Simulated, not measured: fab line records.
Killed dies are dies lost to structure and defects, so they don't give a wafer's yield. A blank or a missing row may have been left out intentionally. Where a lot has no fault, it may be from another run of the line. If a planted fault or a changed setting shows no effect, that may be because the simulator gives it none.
fab line records ; flow rit-cmos
record lots=6; wafers=18; last-day=7
route steps=202 shown PSD@144 SDANNEAL@153 NSD@158 PLDD@159 NLDD@160 SILICIDE@161 M1@202
lots that met no fault: from a run of the same line without faults
start-h: hours from the record's first day to the start of the lot's first wafer shown ; wait-h: how many hours have passed since the lot's step before this one ; " unchanged from the row above ; L1.1+2: several wafers, shown together as one row ; - no value, or no start given ; * or withheld: withheld ; < > ~ a bound
route shown NAME@n: NAME is a module with steps in the file, n the number in the route of the first one ; usual: average and standard deviation across the fault-free wafers ; same: alike in all rows ; chamber/n: place in a boat ; sites: the reading at each site ; _std_site: the values' standard deviation ; _edge_site: outer sites' mean less inner sites' ; radius-mm: how far each site lies from the wafer's centre ; mask NAME#n: copy n ; behind: tool/chamber where the wafer was last shaped ; hold: reason for holding the lot/hours on hold/outcome of the hold ; device: the transistor (n, p or np) that didn't switch ; end of line: the same wafers' tests at the end of the route ; step lacking rows: just its recipe ; killed: count of dies lost to structure and defects at first sort (not the wafer's yield) ; map: the dies of a wafer, with x for killed, . for not killed, _ for no die there
set.NAME: the run value of the setting; set.NAME@STEP: its run value at that earlier step ; model.NAME: the simulator's own value behind a step, which no gauge read
a table for each step, a row for each wafer; lots at some steps of the route
services: a tool's chamber out of use, with start hour (start-h, from the record's first day; less than 0 if before it), hours out, and reason
## steps
# step RIT_PSD_SOFTBAKE_02
# recipe resist=NOVOLAK; temp-c=90; time-s=60
# step RIT_PSD_EXPOSE_03
# recipe mask-id=M10; na=0.57; target-cd-nm=40900; dose-mj=250
# step RIT_PSD_PEB_04
# recipe resist=NOVOLAK; temp-c=withheld; time-s=withheld
# step RIT_PSD_DEVELOP_05
# recipe resist=NOVOLAK; develop-time-s=50; dev-temp-c=23
# step RIT_PSD_OVL_MEAS_06
# usual PSD_OVL=0.6/1.2
lot.wafer;tool;chamber;start-h;wait-h;PSD_OVL[nm]
L198.1;overlay-01;-;58.91;-;-2.2
L198.3;overlay-01;-;58.91;-;-1.3
L198.4;overlay-01;-;58.91;-;0.2
L200.4;overlay-01;-;64.38;-;1.9
L200.5;overlay-01;-;64.38;-;2.3
L200.6;overlay-01;-;64.38;-;2.7
L215.1;overlay-02;-;149.76;-;-0.1
L215.2;overlay-02;-;149.76;-;2.9
L215.5;overlay-02;-;149.76;-;2.0
L216.1;overlay-01;-;150.00;-;1.5
L216.2;overlay-01;-;150.00;-;0.2
L216.6;overlay-01;-;150.00;-;1.7
L217.2;overlay-02;-;154.65;-;0.8
L217.4;overlay-02;-;154.65;-;-0.1
L217.6;overlay-02;-;154.65;-;0.4
L221.3;overlay-02;-;169.81;-;0.8
L221.4;overlay-02;-;169.81;-;1.3
L221.6;overlay-02;-;169.81;-;-1.4
# step RIT_PSD_HARDBAKE_07
# recipe resist=NOVOLAK; temp-c=140; time-s=60
# step RIT_PSD_IMPLANT_08
# recipe species=BF2; energy-kev=27; dose-cm2=5e+15; tilt-deg=7
# step RIT_PSD_STRIP_09
# recipe chemistry=O2; time-s=180; resist=NOVOLAK; platen-temp-c=withheld; power-w=500; pressure-mtorr=4000; o2-flow-sccm=4000
# usual drypump-motor-current-A=5.4/0.34
lot.wafer;tool;chamber;start-h;wait-h;drypump-motor-current-A;rf-hours-counter-h
L198.1;plasma-asher-02;1;59.25;0.1;5.4;44
L198.3;plasma-asher-02;0;59.25;0.1;5.3;-
L198.4;plasma-asher-02;1;59.25;0.1;5.4;-
L200.4;plasma-asher-02;1;64.77;0.1;5.3;-
L200.5;plasma-asher-02;0;64.77;0.1;5.4;-
L200.6;plasma-asher-02;1;64.77;0.1;5.3;-
L215.1;plasma-asher-04;1;150.10;0.1;5.3;3
L215.2;plasma-asher-04;0;150.10;0.1;5.9;3
L215.5;plasma-asher-04;1;150.10;0.1;5.3;-
L216.1;plasma-asher-02;0;150.34;0.1;5.3;55
L216.2;plasma-asher-02;1;150.34;0.1;5.3;55
L216.6;plasma-asher-02;1;150.34;0.1;5.4;-
L217.2;plasma-asher-04;0;155.09;0.1;5.9;4
L217.4;plasma-asher-04;1;155.09;0.1;5.3;-
L217.6;plasma-asher-04;0;155.09;0.1;5.9;-
L221.3;plasma-asher-04;0;170.19;0.1;5.9;-
L221.4;plasma-asher-04;1;170.19;0.1;5.3;-
L221.6;plasma-asher-04;0;170.19;0.1;5.9;-
# step RIT_PSD_TW_MEAS_10
# usual PSD_TW=3443/21
lot.wafer;tool;chamber;start-h;wait-h;PSD_TW
L198.1;film-metro-03;-;59.43;0.1;3450
L198.3;film-metro-03;-;59.43;0.1;3457
L198.4;film-metro-03;-;59.43;0.1;3457
L200.4;film-metro-02;-;64.92;0.1;3452
L200.5;film-metro-02;-;64.92;0.1;3440
L200.6;film-metro-02;-;64.92;0.1;3453
L215.1;film-metro-04;-;150.27;0.1;3427
L215.2;film-metro-04;-;150.27;0.1;3405
L215.5;film-metro-04;-;150.27;0.1;3415
L216.1;film-metro-03;-;150.51;0.1;3490
L216.2;film-metro-03;-;150.51;0.1;3472
L216.6;film-metro-03;-;150.51;0.1;3474
L217.2;film-metro-04;-;155.28;0.1;3416
L217.4;film-metro-04;-;155.28;0.1;3436
L217.6;film-metro-04;-;155.28;0.1;3415
L221.3;film-metro-02;-;170.33;0.1;3461
L221.4;film-metro-02;-;170.33;0.1;3467
L221.6;film-metro-02;-;170.33;0.1;3469
# step RIT_SDANNEAL_CLEAN_00
# recipe chemistry=SC1; mix=3:3:50; time-s=600; temp-c=75
# step RIT_SDANNEAL_CLEAN_01
# recipe chemistry=dHF; dilution=50:1; time-s=30
# step RIT_SDANNEAL_CLEAN_02
# recipe chemistry=SC2; mix=3:3:50; time-s=600; temp-c=75; dry=n2-spin
# step RIT_SDANNEAL_RTA_03
# recipe temp-c=1050; time-s=5; idle-temp-c=600; ramp-up-c-per-s=342; ramp-down-c-per-s=171; cool-to-c=600; ambient=N2
# usual wafer_temp_C_max=1053.4/1.2
lot.wafer;tool;chamber;start-h;wait-h;wafer_temp_C_max
L198.1;rtp-anneal-02;0;59.87;0.0;1051.5
L198.3;rtp-anneal-02;0;59.87;0.0;1053.4
L198.4;rtp-anneal-02;0;59.87;0.0;1053.5
L200.4;rtp-anneal-02;0;65.34;0.0;1053.2
L200.5;rtp-anneal-02;0;65.34;0.0;1051.5
L200.6;rtp-anneal-02;0;65.34;0.0;1054.2
L215.1;rtp-anneal-01;0;150.70;0.0;1053.1
L215.2;rtp-anneal-01;0;150.70;0.0;1053.9
L215.5;rtp-anneal-01;0;150.70;0.0;1054.9
L216.1;rtp-anneal-02;0;151.13;0.0;1053.5
L216.2;rtp-anneal-02;0;151.13;0.0;1055.9
L216.6;rtp-anneal-02;0;151.13;0.0;1055.8
L217.2;rtp-anneal-02;0;155.90;0.0;1053.7
L217.4;rtp-anneal-02;0;155.90;0.0;1052.8
L217.6;rtp-anneal-02;0;155.90;0.0;1054.3
L221.3;rtp-anneal-01;0;170.79;0.0;1053.2
L221.4;rtp-anneal-01;0;170.79;0.0;1053.7
L221.6;rtp-anneal-01;0;170.79;0.0;1051.7
# step RIT_SDANNEAL_RS_MEAS_04
# recipe thk-meas-gauge=four-point-probe
# usual PSD_RS=116.06/0.29
lot.wafer;tool;chamber;start-h;wait-h;PSD_RS[ohm/sq]
L198.1;film-metro-04;-;59.93;0.0;115.67
L198.3;film-metro-04;-;59.93;0.0;115.64
L198.4;film-metro-04;-;59.93;0.0;115.78
L200.4;film-metro-03;-;65.43;0.1;115.63
L200.5;film-metro-03;-;65.43;0.1;115.56
L200.6;film-metro-03;-;65.43;0.1;115.66
L215.1;film-metro-04;-;150.76;0.0;116.59
L215.2;film-metro-04;-;150.76;0.0;116.16
L215.5;film-metro-04;-;150.76;0.0;116.01
L216.1;film-metro-02;-;151.19;0.0;98.09
L216.2;film-metro-02;-;151.19;0.0;97.99
L216.6;film-metro-02;-;151.19;0.0;98.14
L217.2;film-metro-02;-;155.96;0.1;98.15
L217.4;film-metro-02;-;155.96;0.1;98.27
L217.6;film-metro-02;-;155.96;0.1;97.91
L221.3;film-metro-02;-;170.87;0.1;115.83
L221.4;film-metro-02;-;170.87;0.1;115.95
L221.6;film-metro-02;-;170.87;0.1;115.80
# step RIT_SDANNEAL_RS_MEAS_05
# recipe thk-meas-gauge=four-point-probe
# usual NSD_RS=84.43/0.28
lot.wafer;tool;chamber;start-h;wait-h;NSD_RS[ohm/sq]
L198.1;film-metro-04;-;60.05;0.1;84.47
L198.3;film-metro-04;-;60.05;0.1;84.14
L198.4;film-metro-04;-;60.05;0.1;84.14
L200.4;film-metro-03;-;65.55;0.1;84.53
L200.5;film-metro-03;-;65.55;0.1;84.46
L200.6;film-metro-03;-;65.55;0.1;84.17
L215.1;film-metro-04;-;150.88;0.1;84.49
L215.2;film-metro-04;-;150.88;0.1;84.49
L215.5;film-metro-04;-;150.88;0.1;84.63
L216.1;film-metro-02;-;151.31;0.1;81.27
L216.2;film-metro-02;-;151.31;0.1;81.53
L216.6;film-metro-02;-;151.31;0.1;81.80
L217.2;film-metro-02;-;156.08;0.1;81.35
L217.4;film-metro-02;-;156.08;0.1;81.61
L217.6;film-metro-02;-;156.08;0.1;81.84
L221.3;film-metro-02;-;170.99;0.1;84.55
L221.4;film-metro-02;-;170.99;0.1;84.55
L221.6;film-metro-02;-;170.99;0.1;84.66
# step RIT_SDANNEAL_RS_MEAS_06
# recipe thk-meas-gauge=four-point-probe
# usual PLDD_RS=178.8/0.47
lot.wafer;tool;chamber;start-h;wait-h;PLDD_RS[ohm/sq]
L198.1;film-metro-04;-;60.17;0.1;178.2
L198.3;film-metro-04;-;60.17;0.1;177.7
L198.4;film-metro-04;-;60.17;0.1;177.8
L200.4;film-metro-03;-;65.67;0.1;178.7
L200.5;film-metro-03;-;65.67;0.1;178.9
L200.6;film-metro-03;-;65.67;0.1;179.2
L215.1;film-metro-04;-;151.00;0.1;179.5
L215.2;film-metro-04;-;151.00;0.1;178.8
L215.5;film-metro-04;-;151.00;0.1;179.3
L216.1;film-metro-02;-;151.43;0.1;162.3
L216.2;film-metro-02;-;151.43;0.1;161.9
L216.6;film-metro-02;-;151.43;0.1;162.3
L217.2;film-metro-02;-;156.20;0.1;162.3
L217.4;film-metro-02;-;156.20;0.1;162.6
L217.6;film-metro-02;-;156.20;0.1;162.3
L221.3;film-metro-02;-;171.11;0.1;179.0
L221.4;film-metro-02;-;171.11;0.1;178.8
L221.6;film-metro-02;-;171.11;0.1;179.4
# step RIT_SDANNEAL_RS_MEAS_07
# recipe thk-meas-gauge=four-point-probe
# usual NLDD_RS=152.7/0.54
lot.wafer;tool;chamber;start-h;wait-h;NLDD_RS[ohm/sq]
L198.1;film-metro-04;-;60.29;0.1;152.5
L198.3;film-metro-04;-;60.29;0.1;152.1
L198.4;film-metro-04;-;60.29;0.1;153.0
L200.4;film-metro-03;-;65.79;0.1;152.2
L200.5;film-metro-03;-;65.79;0.1;152.6
L200.6;film-metro-03;-;65.79;0.1;153.7
L215.1;film-metro-04;-;151.12;0.1;152.5
L215.2;film-metro-04;-;151.12;0.1;153.4
L215.5;film-metro-04;-;151.12;0.1;152.2
L216.1;film-metro-02;-;151.55;0.1;150.0
L216.2;film-metro-02;-;151.55;0.1;150.3
L216.6;film-metro-02;-;151.55;0.1;149.7
L217.2;film-metro-02;-;156.32;0.1;149.2
L217.4;film-metro-02;-;156.32;0.1;149.7
L217.6;film-metro-02;-;156.32;0.1;149.6
L221.3;film-metro-02;-;171.23;0.1;152.9
L221.4;film-metro-02;-;171.23;0.1;152.9
L221.6;film-metro-02;-;171.23;0.1;152.7
# step RIT_SILICIDE_WET_ETCH_00
# recipe chemistry=BOE; target=SiO2; target-depth-nm=14; time-s=15.47; dry=n2-spin; dilution=10:1; temp-c=21.5
# step RIT_M1_PROBE_99
# usual killed-at-front-end=7/3.2; killed-dies=7/3.2; killed-open=3.5/2.2; killed-short=3.6/2.1
# same gross-dies=264; killed_at_M0_to_M3=0; killed_at_M4_up=0; killed-at-back-side=0; killed-at-contacts=0; killed-at-other=0
lot.wafer;tool;chamber;start-h;wait-h;killed-at-front-end;killed-dies;killed-open;killed-short
L198.1;prober-02;-;67.33;0.1;8;8;6;2
L198.3;prober-02;-;67.43;0.2;5;5;3;2
L198.4;prober-02;-;67.48;0.2;10;10;6;4
L200.4;prober-02;-;74.46;0.2;5;5;0;5
L200.5;prober-02;-;74.51;0.2;19;19;10;9
L200.6;prober-02;-;74.56;0.2;12;12;5;7
L215.1;prober-01;-;158.41;0.1;4;4;0;4
L215.2;prober-01;-;158.46;0.1;2;2;2;0
L215.5;prober-01;-;158.61;0.2;7;7;5;2
L216.1;prober-02;-;159.91;0.1;6;6;3;3
L216.2;prober-02;-;159.96;0.1;9;9;5;4
L216.6;prober-02;-;160.16;0.2;7;7;1;6
L217.2;prober-02;-;164.82;0.1;6;6;2;4
L217.4;prober-02;-;164.92;0.2;4;4;3;1
L217.6;prober-02;-;165.02;0.2;5;5;2;3
L221.3;prober-01;-;178.46;0.2;4;4;0;4
L221.4;prober-01;-;178.51;0.2;5;5;3;2
L221.6;prober-01;-;178.61;0.2;11;11;2;9
# killed by level:class
L198.1 GATE:geometric-particle:open=4 REOX:geometric-particle:open=1 REOX:geometric-particle:short=1 SPACER:geometric-particle:open=1 SPACER:geometric-particle:short=1
L198.3 GATE:geometric-particle:open=2 FOX1:geometric-particle:open=1 FOX1:geometric-particle:short=1 GATE:geometric-particle:short=1
L198.4 GATE:geometric-particle:open=5 FOX1:geometric-particle:short=1 FOX2:geometric-particle:short=1 GATE:geometric-particle:short=1 SPACER:geometric-particle:open=1 SILICIDE:geometric-particle:short=1
L200.4 SPACER:geometric-particle:short=4 SILICIDE:geometric-particle:short=1
L200.5 FOX1:geometric-particle:open=3 FOX1:geometric-particle:short=2 GATE:geometric-particle:short=2 GATE:geometric-particle:open=2 REOX:geometric-particle:short=2 SILICIDE:geometric-particle:short=2 SILICIDE:geometric-particle:open=2 FOX2:geometric-particle:open=1
L200.6 GATE:geometric-particle:short=4 GATE:geometric-particle:open=3 SPACER:geometric-particle:short=2 FOX1:geometric-particle:short=1 SPACER:geometric-particle:open=1 SILICIDE:geometric-particle:open=1
L215.1 FOX1:geometric-particle:short=2 GATE:geometric-particle:short=2
L215.2 SPACER:geometric-particle:open=2
L215.5 SPACER:geometric-particle:open=2 SPACER:geometric-particle:short=2 SILICIDE:geometric-particle:open=2 GATE:geometric-particle:open=1
L216.1 GATE:geometric-particle:open=2 FOX1:geometric-particle:short=1 FOX1:geometric-particle:open=1 GATE:geometric-particle:short=1 REOX:geometric-particle:short=1
L216.2 GATE:geometric-particle:short=3 GATE:geometric-particle:open=2 REOX:geometric-particle:open=2 FOX1:geometric-particle:short=1 SPACER:geometric-particle:open=1
L216.6 FOX1:geometric-particle:short=3 GATE:geometric-particle:short=2 FOX1:geometric-particle:open=1 SPACER:geometric-particle:short=1
L217.2 FOX1:geometric-particle:short=2 FOX2:geometric-particle:short=1 GATE:geometric-particle:open=1 REOX:geometric-particle:open=1 SILICIDE:geometric-particle:short=1
L217.4 REOX:geometric-particle:open=3 REOX:geometric-particle:short=1
L217.6 FOX1:geometric-particle:open=1 FOX1:geometric-particle:short=1 FOX2:geometric-particle:short=1 SPACER:geometric-particle:open=1 SILICIDE:geometric-particle:short=1
L221.3 FOX1:geometric-particle:short=2 GATE:geometric-particle:short=2
L221.4 FOX1:geometric-particle:open=3 FOX1:geometric-particle:short=1 GATE:geometric-particle:short=1
L221.6 SPACER:geometric-particle:short=3 FOX1:geometric-particle:short=2 GATE:geometric-particle:open=2 SILICIDE:geometric-particle:short=2 FOX2:geometric-particle:short=1 GATE:geometric-particle:short=1
## services
tool;chamber;start-h;hours;kind
plasma-asher-04;-;43.51;3.7;repair
plasma-asher-04;-;51.11;3.1;repair
plasma-asher-04;-;77.09;1.1;repair
rtp-anneal-02;-;80.50;6.7;pm
plasma-asher-04;-;108.75;9.0;pm
plasma-asher-04;0;108.75;9.0;vent-cycle
plasma-asher-04;1;108.75;9.0;vent-cycle
plasma-asher-04;0;117.75;-;clean
plasma-asher-04;1;117.75;-;clean
plasma-asher-04;-;131.12;4.3;pm
## key
first-sign step=RIT_SDANNEAL_RS_MEAS_04; reading=PSD_RS; direction=down; sigmas=62; usual=116.06; struck=98.09
effect step=RIT_SDANNEAL_RS_MEAS_05; reading=NSD_RS; direction=down; sigmas=10; usual=84.43; struck=81.57
effect step=RIT_SDANNEAL_RS_MEAS_06; reading=PLDD_RS; direction=down; sigmas=35; usual=178.8; struck=162.3
effect step=RIT_SDANNEAL_RS_MEAS_07; reading=NLDD_RS; direction=down; sigmas=5.4; usual=152.7; struck=149.7
met-at RIT_SDANNEAL_RTA_03
struck-wafers L216.1,L216.2,L216.6,L217.2,L217.4,L217.6
tester-left-out L216,L217
onset-between 65.34 151.13
fault kind=process-parameter-drift; tool=rtp-anneal-02; chamber=-; onset-h=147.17; steps=RIT_SDANNEAL_RTA_03; channel=time-s; offset=*; shape=step; end-h=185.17; acts-in=*; stated=*
# tester-left-out: of these lots the tester's yield and bins aren't shown, on N5 and GAA mostly nor the transistor test; their killed dies are dies lost to structure and defects alone, not to doping, threshold or leakage, so they don't give the yield
